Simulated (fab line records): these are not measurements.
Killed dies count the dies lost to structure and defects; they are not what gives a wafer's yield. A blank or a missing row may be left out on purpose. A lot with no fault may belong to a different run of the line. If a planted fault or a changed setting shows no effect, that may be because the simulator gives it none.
fab line records + flow ritCmos
record:
- lots: 6
- wafers: 18
- lastDay: 7
route steps=202 shown ACTIVE@1 FOX1@20 FOX2@23 M1@202
lots that met no fault: taken from a fault-free run of the same line
startH: the number of hours between the record's first day and the start of the first shown wafer of the lot + waitH: hours elapsed since this lot's preceding step + " identical to the entry in the row above + L1.1+2: a single row standing in for several wafers + - no value present, or no start provided + * or withheld: withheld + < > ~ a bound
route shown NAME@n: a module of which the file shows steps, and the number in the route of the first + usual: the fault-free wafers' mean and standard deviation + same: alike in all rows + chamber/n: place in a boat + sites: per-site readings + _std_site: how widely they spread, as a standard deviation + _edge_site: mean of outer sites minus mean of inner sites + radiusMm: how far each site lies from the wafer's centre + mask NAME#n: copy n + behind: the last tool/chamber to shape the wafer + hold: cause of the lot's hold/its duration in hours/its outcome + device: the n, p or np transistor that did not switch + end of line: tests run on the same wafers once the route is complete + a step with no rows: only its recipe + killed: at the first sort, the dies lost to defects and structure; wafer yield is something else + map: the dies of a wafer, with x for killed, . for not killed, _ for no die there
set.NAME: the setting as run; set.NAME@STEP: as run at that earlier step + model.NAME: the simulator's own value behind a step, which no gauge read
certain route steps with their lots: each step a table, each wafer a row
services: from which hour (startH, from the record's first day; less than 0 if before it) a tool's chamber was out of use, for how many hours, and why
== steps ==
step: RIT_ACTIVE_BOW_MEAS_00
recipe:
- mode: bow
usual:
- INCOMING_BOW: 0/6.3
| lot.wafer | tool         | chamber | startH | waitH | INCOMING_BOW[um] |
|-----------|--------------|---------|--------|-------|------------------|
| L584.3    | filmMetro-04 | -       | 45.04  | -     | 1                |
| L584.4    | "            | -       | "      | "     | 4                |
| L584.6    | "            | -       | "      | "     | 4                |
| L587.2    | filmMetro-03 | -       | 60.02  | -     | 2                |
| L587.3    | "            | -       | "      | "     | 1                |
| L587.5    | "            | -       | "      | "     | 3                |
| L596.1    | filmMetro-04 | -       | 105.00 | -     | 3                |
| L596.5    | "            | -       | "      | "     | -9               |
| L596.6    | "            | -       | "      | "     | -4               |
| L597.1    | filmMetro-03 | -       | 110.00 | -     | 0                |
| L597.3    | "            | -       | "      | "     | -3               |
| L597.6    | "            | -       | "      | "     | -6               |
| L598.2    | filmMetro-02 | -       | 115.02 | -     | 5                |
| L598.3    | "            | -       | "      | "     | -10              |
| L598.6    | "            | -       | "      | "     | -2               |
| L600.2    | filmMetro-02 | -       | 125.02 | -     | 3                |
| L600.5    | "            | -       | "      | "     | 0                |
| L600.6    | "            | -       | "      | "     | 2                |
step: RIT_ACTIVE_OXIDATION_01
recipe:
- tempC: 1000
- ambient: O2
- targetThkA: 468
- oxTimeS: 3290
step: RIT_ACTIVE_THK_MEAS_02
recipe:
- reads: SiO2_of_ACTIVE_OXIDATION_01
usual:
- ACTIVE_OXIDE_THK: 45.8/0.82
| lot.wafer | tool         | chamber | startH | waitH | ACTIVE_OXIDE_THK[nm] |
|-----------|--------------|---------|--------|-------|----------------------|
| L584.3    | filmMetro-02 | -       | 47.15  | 0.0   | 45.3                 |
| L584.4    | "            | -       | "      | "     | 46.1                 |
| L584.6    | "            | -       | "      | "     | 45.8                 |
| L587.2    | filmMetro-02 | -       | 62.41  | 0.0   | 44.7                 |
| L587.3    | "            | -       | "      | "     | 44.7                 |
| L587.5    | "            | -       | "      | "     | 44.8                 |
| L596.1    | filmMetro-03 | -       | 108.18 | 0.0   | 44.9                 |
| L596.5    | "            | -       | "      | "     | 45.5                 |
| L596.6    | "            | -       | "      | "     | 45.7                 |
| L597.1    | filmMetro-02 | -       | 112.26 | 0.0   | 45.9                 |
| L597.3    | "            | -       | "      | "     | 46.0                 |
| L597.6    | "            | -       | "      | "     | 45.7                 |
| L598.2    | filmMetro-04 | -       | 117.31 | 0.0   | 46.0                 |
| L598.3    | "            | -       | "      | "     | 45.0                 |
| L598.6    | "            | -       | "      | "     | 46.4                 |
| L600.2    | filmMetro-04 | -       | 127.95 | 0.0   | 45.5                 |
| L600.5    | "            | -       | "      | "     | 46.2                 |
| L600.6    | "            | -       | "      | "     | 46.4                 |
step: RIT_ACTIVE_CVD_03
recipe:
- material: Si3N4
- targetThkNm: 150
- tempC: 810
- precursor: SiH2Cl2/NH3
- timeS: 1500
- pressureMtorr: 300
- sih2cl2FlowSccm: 60
- nh3FlowSccm: 150
usual:
- pressureMtorr: 300.0/0.62
| lot.wafer | tool     | chamber | startH | waitH | pressureMtorr | model.Si3N4_of_ACTIVE_CVD_03.thkNm |
|-----------|----------|---------|--------|-------|---------------|------------------------------------|
| L584.3    | lpcvd-02 | 1       | 47.19  | 0.0   | 299.8         | 146.9                              |
| L584.4    | "        | 1       | "      | "     | 300.9         | 146.5                              |
| L584.6    | "        | 1       | "      | "     | 300.9         | 148.1                              |
| L587.2    | lpcvd-01 | 1       | 62.46  | 0.0   | 300.5         | 151.2                              |
| L587.3    | "        | 1       | "      | "     | 299.4         | 151.2                              |
| L587.5    | "        | 1       | "      | "     | 300.1         | 151.2                              |
| L596.1    | lpcvd-01 | 1       | 108.24 | 0.1   | 299.1         | 118.3                              |
| L596.5    | "        | 1       | "      | "     | 301.0         | 118.8                              |
| L596.6    | "        | 1       | "      | "     | 299.4         | 118.8                              |
| L597.1    | lpcvd-01 | 1       | 112.32 | 0.1   | 300.2         | 122.3                              |
| L597.3    | "        | 1       | "      | "     | 300.2         | 121.8                              |
| L597.6    | "        | 1       | "      | "     | 300.5         | 121.7                              |
| L598.2    | lpcvd-02 | 0       | 117.36 | 0.0   | 300.7         | 150.4                              |
| L598.3    | "        | 0       | "      | "     | 300.7         | 150.8                              |
| L598.6    | "        | 0       | "      | "     | 299.5         | 153                                |
| L600.2    | lpcvd-02 | 1       | 128.00 | 0.0   | 300.1         | 150                                |
| L600.5    | "        | 1       | "      | "     | 298.9         | 150                                |
| L600.6    | "        | 1       | "      | "     | 299.5         | 149.9                              |
step: RIT_ACTIVE_THK_MEAS_04
recipe:
- reads: Si3N4_of_ACTIVE_CVD_03
usual:
- ACTIVE_NITRIDE_THK: 149.9/1.4
| lot.wafer | tool         | chamber | startH | waitH | ACTIVE_NITRIDE_THK[nm] |
|-----------|--------------|---------|--------|-------|------------------------|
| L584.3    | filmMetro-03 | -       | 48.63  | 0.0   | 146.8                  |
| L584.4    | "            | -       | "      | "     | 146.5                  |
| L584.6    | "            | -       | "      | "     | 148.1                  |
| L587.2    | filmMetro-03 | -       | 63.89  | 0.0   | 151.3                  |
| L587.3    | "            | -       | "      | "     | 151.1                  |
| L587.5    | "            | -       | "      | "     | 151.3                  |
| L596.1    | filmMetro-04 | -       | 109.66 | 0.0   | 118.3                  |
| L596.5    | "            | -       | "      | "     | 118.7                  |
| L596.6    | "            | -       | "      | "     | 118.7                  |
| L597.1    | filmMetro-03 | -       | 113.74 | 0.0   | 122.4                  |
| L597.3    | "            | -       | "      | "     | 121.8                  |
| L597.6    | "            | -       | "      | "     | 121.7                  |
| L598.2    | filmMetro-04 | -       | 118.78 | 0.0   | 150.3                  |
| L598.3    | "            | -       | "      | "     | 150.8                  |
| L598.6    | "            | -       | "      | "     | 152.9                  |
| L600.2    | filmMetro-02 | -       | 129.42 | 0.0   | 149.9                  |
| L600.5    | "            | -       | "      | "     | 150.0                  |
| L600.6    | "            | -       | "      | "     | 149.9                  |
step: RIT_ACTIVE_HMDS_05
recipe:
- primeTimeS: 60
- primeTempC: 140
step: RIT_ACTIVE_COAT_06
recipe:
- resist: NOVOLAK
- spinRpm: 3250
- resistThkNm: 1000
step: RIT_ACTIVE_SOFTBAKE_07
recipe:
- resist: NOVOLAK
- tempC: 90
- timeS: 60
step: RIT_ACTIVE_EXPOSE_08
recipe:
- maskId: M1
- na: 0.6
- sourceShape: conventional
- sigmaOuter: 0.6
- targetCdNm: 1400
- doseMj: 225
step: RIT_ACTIVE_PEB_09
recipe:
- resist: NOVOLAK
- tempC: withheld
- timeS: withheld
step: RIT_ACTIVE_DEVELOP_10
recipe:
- resist: NOVOLAK
- developTimeS: 50
- devTempC: 23
step: RIT_ACTIVE_CD_MEAS_11
recipe:
- targetCdNm: 1400
usual:
- cdNm: 1400.9/2.6
| lot.wafer | tool     | chamber | startH | waitH | cdNm   |
|-----------|----------|---------|--------|-------|--------|
| L584.3    | cdSem-02 | -       | 49.68  | -     | 1406.6 |
| L584.4    | "        | -       | "      | "     | 1404.7 |
| L584.6    | "        | -       | "      | "     | 1405.8 |
| L587.2    | cdSem-02 | -       | 64.93  | -     | 1401.4 |
| L587.3    | "        | -       | "      | "     | 1400.8 |
| L587.5    | "        | -       | "      | "     | 1400.7 |
| L596.1    | cdSem-02 | -       | 110.57 | -     | 1401.0 |
| L596.5    | "        | -       | "      | "     | 1402.5 |
| L596.6    | "        | -       | "      | "     | 1403.0 |
| L597.1    | cdSem-01 | -       | 114.78 | -     | 1395.2 |
| L597.3    | "        | -       | "      | "     | 1399.3 |
| L597.6    | "        | -       | "      | "     | 1396.8 |
| L598.2    | cdSem-01 | -       | 119.84 | -     | 1398.5 |
| L598.3    | "        | -       | "      | "     | 1397.8 |
| L598.6    | "        | -       | "      | "     | 1399.7 |
| L600.2    | cdSem-02 | -       | 130.34 | -     | 1401.8 |
| L600.5    | "        | -       | "      | "     | 1402.1 |
| L600.6    | "        | -       | "      | "     | 1400.7 |
step: RIT_ACTIVE_HARDBAKE_12
recipe:
- resist: NOVOLAK
- tempC: 140
- timeS: 60
step: RIT_ACTIVE_ETCH_13
recipe:
- stopOn: SiO2
- chemistry: SF6
- target: Si3N4
- timeS: 210
- overEtchFrac: 0.4
- SF6_flow_sccm: 200
- pressureMtorr: 260
- rfW: 125
- targetDepthA: 2100
usual:
- drypumpMotorCurrentA: 5.8/0.4
- oesProductAu: 0.824/0.0076
- throttleValvePct: 7.48/0.07
same:
- overEtchFrac: 0.4
| lot.wafer | tool       | chamber | startH | waitH | drypumpMotorCurrentA | oesProductAu | rfHoursCounterH | throttleValvePct | model.etch.depthNm | model.ACTIVE.featureDepthNm |
|-----------|------------|---------|--------|-------|----------------------|--------------|-----------------|------------------|--------------------|-----------------------------|
| L584.3    | rieDiel-01 | 1       | 49.91  | 0.1   | 5.9                  | 0.818        | 55              | 7.43             | 146.9              | 148.7                       |
| L584.4    | "          | 3       | "      | "     | 5.9                  | 0.802        | 126             | 7.47             | 146.5              | 147.3                       |
| L584.6    | "          | 1       | "      | "     | 5.9                  | 0.827        | -               | 7.43             | 148.1              | 149.9                       |
| L587.2    | rieDiel-03 | 0       | 65.18  | 0.1   | 6.1                  | 0.826        | 151             | 7.51             | 151.2              | 151.2                       |
| L587.3    | "          | 3       | "      | "     | 6.7                  | 0.832        | 28              | 7.38             | 151.2              | 151.2                       |
| L587.5    | "          | 2       | "      | "     | 5.3                  | 0.829        | -               | 7.48             | 151.2              | 151.2                       |
| L596.1    | rieDiel-02 | 3       | 110.84 | 0.1   | 6.5                  | 0.729        | 19              | 7.40             | 118.3              | 120                         |
| L596.5    | "          | 0       | "      | "     | 6.1                  | 0.747        | -               | 7.39             | 118.8              | 119.8                       |
| L596.6    | "          | 1       | "      | "     | 5.3                  | 0.734        | -               | 7.65             | 118.8              | 121.7                       |
| L597.1    | rieDiel-01 | 2       | 115.12 | 0.1   | 5.9                  | 0.753        | 0               | 7.59             | 122.3              | 122.3                       |
| L597.3    | "          | 0       | "      | "     | 5.4                  | 0.742        | 143             | 7.55             | 121.8              | 123.1                       |
| L597.6    | "          | 0       | "      | "     | 5.4                  | 0.736        | -               | 7.54             | 121.7              | 123                         |
| L598.2    | rieDiel-01 | 3       | 120.09 | 0.1   | 5.9                  | 0.818        | 128             | 7.47             | 150.4              | 151.1                       |
| L598.3    | "          | 1       | "      | "     | 5.9                  | 0.831        | 56              | 7.45             | 150.8              | 152.5                       |
| L598.6    | "          | 0       | "      | "     | 5.4                  | 0.837        | -               | 7.55             | 153                | 154.3                       |
| L600.2    | rieDiel-03 | 0       | 130.59 | 0.1   | 6.1                  | 0.826        | 152             | 7.52             | 150                | 150                         |
| L600.5    | "          | 2       | "      | "     | 5.3                  | 0.827        | -               | 7.44             | 150                | 150                         |
| L600.6    | "          | 1       | "      | "     | 6.1                  | 0.821        | -               | 7.48             | 149.9              | 149.9                       |
step: RIT_ACTIVE_STRIP_14
recipe:
- chemistry: O2
- timeS: 180
- resist: NOVOLAK
- platenTempC: withheld
- powerW: 500
- pressureMtorr: 4000
- o2FlowSccm: 4000
usual:
- drypumpMotorCurrentA: 5.7/0.5
| lot.wafer | tool           | chamber | startH | waitH | drypumpMotorCurrentA | rfHoursCounterH |
|-----------|----------------|---------|--------|-------|----------------------|-----------------|
| L584.3    | plasmaAsher-04 | 1       | 50.11  | 0.1   | 5.9                  | -               |
| L584.4    | "              | 0       | "      | "     | 6.4                  | -               |
| L584.6    | "              | 0       | "      | "     | 6.3                  | -               |
| L587.2    | plasmaAsher-03 | 0       | 65.32  | 0.1   | 5.6                  | 41              |
| L587.3    | "              | 0       | "      | "     | 5.6                  | -               |
| L587.5    | "              | 1       | "      | "     | 5.7                  | -               |
| L596.1    | plasmaAsher-01 | 1       | 110.97 | 0.1   | 6.4                  | 47              |
| L596.5    | "              | 0       | "      | "     | 4.9                  | -               |
| L596.6    | "              | 1       | "      | "     | 6.4                  | -               |
| L597.1    | plasmaAsher-03 | 1       | 115.25 | 0.1   | 5.7                  | 46              |
| L597.3    | "              | 1       | "      | "     | 5.7                  | -               |
| L597.6    | "              | 1       | "      | "     | 5.7                  | -               |
| L598.2    | plasmaAsher-03 | 0       | 120.22 | 0.1   | 5.6                  | 47              |
| L598.3    | "              | 0       | "      | "     | 5.6                  | -               |
| L598.6    | "              | 1       | "      | "     | 5.7                  | -               |
| L600.2    | plasmaAsher-04 | 0       | 130.73 | 0.1   | 6.3                  | 36              |
| L600.5    | "              | 1       | "      | "     | 5.9                  | -               |
| L600.6    | "              | 0       | "      | "     | 6.3                  | -               |
step: RIT_ACTIVE_CD_MEAS_90
recipe:
- targetCdNm: 1400
usual:
- cdNm: 1400.8/2.6
| lot.wafer | tool     | chamber | startH | waitH | cdNm   |
|-----------|----------|---------|--------|-------|--------|
| L584.3    | cdSem-01 | -       | 50.26  | 0.1   | 1406.6 |
| L584.4    | "        | -       | "      | "     | 1404.6 |
| L584.6    | "        | -       | "      | "     | 1406.2 |
| L587.2    | cdSem-01 | -       | 65.51  | 0.1   | 1401.4 |
| L587.3    | "        | -       | "      | "     | 1400.8 |
| L587.5    | "        | -       | "      | "     | 1400.7 |
| L596.1    | cdSem-02 | -       | 111.15 | 0.1   | 1401.0 |
| L596.5    | "        | -       | "      | "     | 1402.2 |
| L596.6    | "        | -       | "      | "     | 1402.7 |
| L597.1    | cdSem-02 | -       | 115.43 | 0.1   | 1395.5 |
| L597.3    | "        | -       | "      | "     | 1398.7 |
| L597.6    | "        | -       | "      | "     | 1397.1 |
| L598.2    | cdSem-02 | -       | 120.42 | 0.1   | 1398.6 |
| L598.3    | "        | -       | "      | "     | 1397.8 |
| L598.6    | "        | -       | "      | "     | 1399.6 |
| L600.2    | cdSem-01 | -       | 130.92 | 0.1   | 1401.5 |
| L600.5    | "        | -       | "      | "     | 1402.3 |
| L600.6    | "        | -       | "      | "     | 1400.5 |
step: RIT_ACTIVE_CLEAN_15
recipe:
- chemistry: SC1
- mix: 3:3:50
- timeS: 600
- tempC: 75
step: RIT_ACTIVE_CLEAN_16
recipe:
- chemistry: dHF
- dilution: 50:1
- timeS: 30
step: RIT_ACTIVE_CLEAN_17
recipe:
- chemistry: SC2
- mix: 3:3:50
- timeS: 600
- tempC: 75
- dry: n2Spin
step: RIT_FOX1_OXIDATION_00
recipe:
- tempC: 1100
- ambient: H2O
- targetThkA: 3507
- pH2oTorr: 720
- oxTimeS: 1130
step: RIT_FOX1_THK_MEAS_01
recipe:
- reads: SiO2_of_FOX1_OXIDATION_00
usual:
- FOX1_OXIDE_THK: 349/6.3
| lot.wafer | tool         | chamber | startH | waitH | FOX1_OXIDE_THK[nm] |
|-----------|--------------|---------|--------|-------|--------------------|
| L584.3    | filmMetro-01 | -       | 53.39  | 0.0   | 339                |
| L584.4    | "            | -       | "      | "     | 338                |
| L584.6    | "            | -       | "      | "     | 337                |
| L587.2    | filmMetro-01 | -       | 70.57  | 0.0   | 348                |
| L587.3    | "            | -       | "      | "     | 341                |
| L587.5    | "            | -       | "      | "     | 344                |
| L596.1    | filmMetro-03 | -       | 113.62 | 0.0   | 347                |
| L596.5    | "            | -       | "      | "     | 339                |
| L596.6    | "            | -       | "      | "     | 352                |
| L597.1    | filmMetro-03 | -       | 117.23 | 0.0   | 346                |
| L597.3    | "            | -       | "      | "     | 346                |
| L597.6    | "            | -       | "      | "     | 350                |
| L598.2    | filmMetro-02 | -       | 126.01 | 0.0   | 354                |
| L598.3    | "            | -       | "      | "     | 359                |
| L598.6    | "            | -       | "      | "     | 355                |
| L600.2    | filmMetro-03 | -       | 132.90 | 0.0   | 341                |
| L600.5    | "            | -       | "      | "     | 344                |
| L600.6    | "            | -       | "      | "     | 342                |
step: RIT_FOX1_WET_ETCH_02
recipe:
- chemistry: BOE
- targetDepthNm: 350
- timeS: 401.2
- tempC: 21.5
- dry: n2Spin
- dilution: 10:1
- target: SiO2
step: RIT_FOX2_OXIDATION_00
recipe:
- tempC: 1100
- ambient: H2O
- targetThkA: 3507
- pH2oTorr: 720
- oxTimeS: 1130
step: RIT_FOX2_THK_MEAS_01
recipe:
- reads: SiO2_of_FOX2_OXIDATION_00
usual:
- FOX2_OXIDE_THK: 349/6.9
| lot.wafer | tool         | chamber | startH | waitH | FOX2_OXIDE_THK[nm] |
|-----------|--------------|---------|--------|-------|--------------------|
| L584.3    | filmMetro-04 | -       | 55.23  | 0.0   | 354                |
| L584.4    | "            | -       | "      | "     | 354                |
| L584.6    | "            | -       | "      | "     | 355                |
| L587.2    | filmMetro-04 | -       | 73.02  | 0.0   | 355                |
| L587.3    | "            | -       | "      | "     | 358                |
| L587.5    | "            | -       | "      | "     | 353                |
| L596.1    | filmMetro-01 | -       | 115.11 | 0.0   | 341                |
| L596.5    | "            | -       | "      | "     | 340                |
| L596.6    | "            | -       | "      | "     | 337                |
| L597.1    | filmMetro-01 | -       | 118.73 | 0.0   | 346                |
| L597.3    | "            | -       | "      | "     | 352                |
| L597.6    | "            | -       | "      | "     | 352                |
| L598.2    | filmMetro-01 | -       | 129.26 | 0.0   | 342                |
| L598.3    | "            | -       | "      | "     | 338                |
| L598.6    | "            | -       | "      | "     | 343                |
| L600.2    | filmMetro-01 | -       | 134.40 | 0.0   | 347                |
| L600.5    | "            | -       | "      | "     | 350                |
| L600.6    | "            | -       | "      | "     | 356                |
step: RIT_FOX2_CLEAN_02
recipe:
- chemistry: dHF
- dilution: 50:1
- timeS: 180
| lot.wafer  | tool        | chamber | startH | waitH | model.Si3N4_of_ACTIVE_CVD_03.thkNm |
|------------|-------------|---------|--------|-------|------------------------------------|
| L584.3     | wetBench-02 | 2       | 55.27  | 0.0   | 127.6                              |
| L584.4     | "           | 2       | "      | "     | 127.2                              |
| L584.6     | "           | 2       | "      | "     | 128.8                              |
| L587.2+3+5 | wetBench-02 | 0       | 73.07  | 0.0   | 131.9                              |
| L596.1     | wetBench-03 | 2       | 115.17 | 0.1   | 99.08                              |
| L596.5     | "           | 2       | "      | "     | 99.56                              |
| L596.6     | "           | 2       | "      | "     | 99.51                              |
| L597.1     | wetBench-04 | 3       | 118.79 | 0.1   | 103                                |
| L597.3     | "           | 3       | "      | "     | 102.6                              |
| L597.6     | "           | 3       | "      | "     | 102.4                              |
| L598.2     | wetBench-04 | 2       | 129.31 | 0.0   | 131.1                              |
| L598.3     | "           | 2       | "      | "     | 131.6                              |
| L598.6     | "           | 2       | "      | "     | 133.8                              |
| L600.2+5   | wetBench-02 | 3       | 134.45 | 0.0   | 130.8                              |
| L600.6     | "           | 3       | "      | "     | 130.6                              |
step: RIT_FOX2_WET_ETCH_03
recipe:
- chemistry: H3PO4
- target: Si3N4
- targetDepthNm: 195
- tempC: 165
- timeS: 2700
step: RIT_M1_PROBE_99
usual:
- killedAtFrontEnd: 7.0/2.9
- killedDies: 7.0/2.9
- killedOpen: 3.4/2.1
- killedShort: 3.6/1.7
same:
- grossDies: 264
- killed_at_M0_to_M3: 0
- killed_at_M4_up: 0
- killedAtBackSide: 0
- killedAtContacts: 0
- killedAtOther: 0
| lot.wafer | tool      | chamber | startH | waitH | killedAtFrontEnd | killedDies | killedOpen | killedShort | model.etest.nldd.widthNm | model.etest.pldd.widthNm | model.etest.nplusSal.widthNm | model.etest.pplusSal.widthNm |
|-----------|-----------|---------|--------|-------|------------------|------------|------------|-------------|--------------------------|--------------------------|------------------------------|------------------------------|
| L584.3    | prober-02 | -       | 98.52  | 0.2   | 13               | 13         | 5          | 8           | 3188                     | 3197                     | 3470                         | 3463                         |
| L584.4    | prober-02 | -       | 98.57  | 0.2   | 7                | 7          | 3          | 4           | 3198                     | 3192                     | 3454                         | 3453                         |
| L584.6    | prober-02 | -       | 98.67  | 0.2   | 6                | 6          | 2          | 4           | 3187                     | 3185                     | 3495                         | 3461                         |
| L587.2    | prober-01 | -       | 112.90 | 0.1   | 11               | 11         | 8          | 3           | 3192                     | 3192                     | 3470                         | 3450                         |
| L587.3    | prober-01 | -       | 112.95 | 0.2   | 1                | 1          | 0          | 1           | 3214                     | 3206                     | 3464                         | 3455                         |
| L587.5    | prober-01 | -       | 113.05 | 0.2   | 3                | 3          | 2          | 1           | 3211                     | 3186                     | 3462                         | 3456                         |
| L596.1    | prober-01 | -       | 155.54 | 0.1   | 6                | 6          | 3          | 3           | 3172                     | 3175                     | 3443                         | 3428                         |
| L596.5    | prober-01 | -       | 155.74 | 0.2   | 7                | 7          | 3          | 4           | 3161                     | 3170                     | 3459                         | 3458                         |
| L596.6    | prober-01 | -       | 155.79 | 0.2   | 4                | 4          | 1          | 3           | 3171                     | 3160                     | 3452                         | 3441                         |
| L597.1    | prober-01 | -       | 162.16 | 0.1   | 6                | 6          | 3          | 3           | 3158                     | 3151                     | 3451                         | 3456                         |
| L597.3    | prober-01 | -       | 162.26 | 0.2   | 7                | 7          | 3          | 4           | 3164                     | 3154                     | 3445                         | 3431                         |
| L597.6    | prober-01 | -       | 162.41 | 0.2   | 5                | 5          | 2          | 3           | 3140                     | 3136                     | 3425                         | 3437                         |
| L598.2    | prober-02 | -       | 174.79 | 0.1   | 13               | 13         | 10         | 3           | 3188                     | 3201                     | 3434                         | 3440                         |
| L598.3    | prober-02 | -       | 174.84 | 0.2   | 8                | 8          | 2          | 6           | 3192                     | 3201                     | 3467                         | 3446                         |
| L598.6    | prober-02 | -       | 174.99 | 0.2   | 9                | 9          | 5          | 4           | 3178                     | 3191                     | 3439                         | 3432                         |
| L600.2    | prober-01 | -       | 176.78 | 0.1   | 5                | 5          | 3          | 2           | 3216                     | 3218                     | 3496                         | 3477                         |
| L600.5    | prober-01 | -       | 176.93 | 0.2   | 6                | 6          | 4          | 2           | 3179                     | 3193                     | 3464                         | 3442                         |
| L600.6    | prober-01 | -       | 176.98 | 0.2   | 8                | 8          | 3          | 5           | 3185                     | 3183                     | 3446                         | 3470                         |
killed by level:class
L584.3 SPACER:geometricParticle:open=3 FOX1:geometricParticle:short=2 GATE:geometricParticle:short=2 FOX1:geometricParticle:open=1 FOX2:geometricParticle:short=1 REOX:geometricParticle:short=1 SPACER:geometricParticle:short=1 SILICIDE:geometricParticle:short=1
L584.4 FOX1:geometricParticle:open=1 FOX2:geometricParticle:short=1 GATE:geometricParticle:short=1 REOX:geometricParticle:open=1 REOX:geometricParticle:short=1 SPACER:geometricParticle:open=1 SILICIDE:geometricParticle:short=1
L584.6 FOX1:geometricParticle:short=2 GATE:geometricParticle:short=2 SPACER:geometricParticle:open=1 SILICIDE:geometricParticle:open=1
L587.2 SPACER:geometricParticle:open=4 GATE:geometricParticle:open=2 FOX2:geometricParticle:open=1 GATE:geometricParticle:short=1 REOX:geometricParticle:open=1 SPACER:geometricParticle:short=1 SILICIDE:geometricParticle:short=1
L587.3 GATE:geometricParticle:short=1
L587.5 GATE:geometricParticle:short=1 GATE:geometricParticle:open=1 SPACER:geometricParticle:open=1
L596.1 GATE:geometricParticle:open=2 GATE:geometricParticle:short=2 SPACER:geometricParticle:short=1 SILICIDE:geometricParticle:open=1
L596.5 GATE:geometricParticle:open=3 FOX1:geometricParticle:short=1 FOX2:geometricParticle:short=1 SPACER:geometricParticle:short=1 SILICIDE:geometricParticle:short=1
L596.6 GATE:geometricParticle:short=2 FOX2:geometricParticle:open=1 SPACER:geometricParticle:short=1
L597.1 REOX:geometricParticle:open=3 GATE:geometricParticle:short=2 REOX:geometricParticle:short=1
L597.3 REOX:geometricParticle:open=2 FOX1:geometricParticle:short=1 GATE:geometricParticle:open=1 GATE:geometricParticle:short=1 REOX:geometricParticle:short=1 SPACER:geometricParticle:short=1
L597.6 GATE:geometricParticle:open=2 GATE:geometricParticle:short=2 REOX:geometricParticle:short=1
L598.2 GATE:geometricParticle:open=3 SILICIDE:geometricParticle:open=3 SPACER:geometricParticle:open=2 ACTIVE:geometricParticle:short=1 FOX1:geometricParticle:open=1 FOX2:geometricParticle:open=1 GATE:geometricParticle:short=1 REOX:geometricParticle:short=1
L598.3 GATE:geometricParticle:short=4 FOX1:geometricParticle:short=1 FOX1:geometricParticle:open=1 FOX2:geometricParticle:open=1 SPACER:geometricParticle:short=1
L598.6 SPACER:geometricParticle:open=3 GATE:geometricParticle:short=2 FOX2:geometricParticle:short=1 GATE:geometricParticle:open=1 REOX:geometricParticle:open=1 SPACER:geometricParticle:short=1
L600.2 SPACER:geometricParticle:open=3 FOX1:geometricParticle:short=1 SILICIDE:geometricParticle:short=1
L600.5 FOX1:geometricParticle:open=3 FOX2:geometricParticle:short=1 FOX2:geometricParticle:open=1 GATE:geometricParticle:short=1
L600.6 GATE:geometricParticle:short=2 GATE:geometricParticle:open=2 SPACER:geometricParticle:short=2 REOX:geometricParticle:short=1 REOX:geometricParticle:open=1
== services ==
| tool       | chamber | startH | hours | kind          |
|------------|---------|--------|-------|---------------|
| rieDiel-01 | 1       | 53.71  | 25.6  | repair        |
| lpcvd-02   | -       | 77.87  | 0.9   | repair        |
| rieDiel-02 | 0       | 79.37  | 2.1   | repair        |
| rieDiel-01 | 2       | 84.99  | -     | clean         |
| rieDiel-01 | 2       | 84.99  | 18.6  | scheduledDown |
| rieDiel-01 | 2       | 84.99  | 18.6  | ventCycle     |
| rieDiel-01 | -       | 96.40  | 0.7   | repair        |
== key ==
firstSign:
- step: RIT_ACTIVE_THK_MEAS_04
- reading: ACTIVE_NITRIDE_THK
- direction: down
- sigmas: 21
- usual: 149.9
- struck: 120.3
effect:
- step: RIT_ACTIVE_ETCH_13
- reading: oesProductAu
- direction: down
- sigmas: 11
- usual: 0.824
- struck: 0.740
modelEffect:
- step: RIT_ACTIVE_CVD_03
- value: Si3N4_of_ACTIVE_CVD_03.thkNm
- without: 150.3
- struck: 120.3
modelEffect:
- step: RIT_ACTIVE_ETCH_13
- value: etch.depthNm
- without: 150.3
- struck: 120.3
modelEffect:
- step: RIT_FOX2_CLEAN_02
- value: Si3N4_of_ACTIVE_CVD_03.thkNm
- without: 131
- struck: 101
modelEffect:
- step: RIT_M1_PROBE_99
- value: etest.nldd.widthNm
- without: 3200
- struck: 3161
metAt RIT_ACTIVE_CVD_03
struckWafers L596.1,L596.5,L596.6,L597.1,L597.3,L597.6
testerLeftOut L596,L597
onsetBetween 62.46 108.24
fault:
- kind: processParameterDrift
- tool: lpcvd-01
- chamber: 1
- onsetH: 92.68
- steps: RIT_ACTIVE_CVD_03
- channel: targetThkNm
- offset: -30
- shape: step
- endH: 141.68
- actsIn: theseRecipesOnly
- stated: 150
testerLeftOut: of these lots the tester's yield and bins aren't shown, on N5 and GAA mostly nor the transistor test; their killed dies are dies lost to structure and defects alone, not to doping, threshold or leakage, so they don't give the yield
